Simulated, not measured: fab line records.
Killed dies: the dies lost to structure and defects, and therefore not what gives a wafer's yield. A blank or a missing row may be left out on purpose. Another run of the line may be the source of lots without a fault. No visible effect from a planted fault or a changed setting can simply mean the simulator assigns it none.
Which of the tools did it? / flow berkeley_cmos170 / 6 lots, 18 wafers sampled, at 2 steps of a route of 331

WHAT THE GAUGES SHOWED, per wafer
UCB170_V2_THK_MEAS_01.
lot=L102; measured=day 8 01:42; on=film_metro-01; V2_TEOS_THK (nm)=1934 1974 1971
lot=L106; measured=day 8 13:04; on=film_metro-02; V2_TEOS_THK (nm)=1989 1988 2034
lot=L110; measured=day 9 22:23; on=film_metro-01; V2_TEOS_THK (nm)=1983 2021 2038
lot=L118; measured=day 11 03:33; on=film_metro-02; V2_TEOS_THK (nm)=2010 2003 2023
lot=L119; measured=day 11 03:52; on=film_metro-02; V2_TEOS_THK (nm)=1997 1994 2013
lot=L122; measured=day 12 06:29; on=film_metro-02; V2_TEOS_THK (nm)=2061 2036 2051

EACH LOT AND THE TOOL THAT RAN IT (in order: tool; ch and the chambers of the sampled wafers; start)
lot=L102; UCB170_V2_CVD_00=pecvd-03 ch 1,2, day 8 01:28
lot=L106; UCB170_V2_CVD_00=pecvd-03 ch 1,2, day 8 12:54
lot=L110; UCB170_V2_CVD_00=pecvd-03 ch 0,1, day 9 22:13
lot=L118; UCB170_V2_CVD_00=pecvd-02 ch 2, day 11 03:09
lot=L119; UCB170_V2_CVD_00=pecvd-04 ch 0,2, day 11 03:42
lot=L122; UCB170_V2_CVD_00=pecvd-02 ch 0,1, day 12 06:17
- UCB170_V2_CVD_00: deposits SiO2 from TEOS/O2, target thk 2000 nm, time 250 s.

THE ANSWER, worked out from the rows above alone
Rule: the usual values come from the lots themselves. The widest of any qualifying gaps counts: lots, ordered by their means at a reading, are off when they make up no more than a third of the lots, leave a main group of 4 or more, and stand apart from it by 3 or more times the standard deviation of that group's means. A main group is skipped when, at the precision printed for the reading in the tables above, its means are all equal. Also off: a lot with no number at a reading for which 4 or more lots have one. Where the step has rows for the other lots, those lots are counted as sound.
Nothing can be told from this: no lot is off at any reading shown.

WHAT HAD BEEN PUT IN BY THE SIMULATOR
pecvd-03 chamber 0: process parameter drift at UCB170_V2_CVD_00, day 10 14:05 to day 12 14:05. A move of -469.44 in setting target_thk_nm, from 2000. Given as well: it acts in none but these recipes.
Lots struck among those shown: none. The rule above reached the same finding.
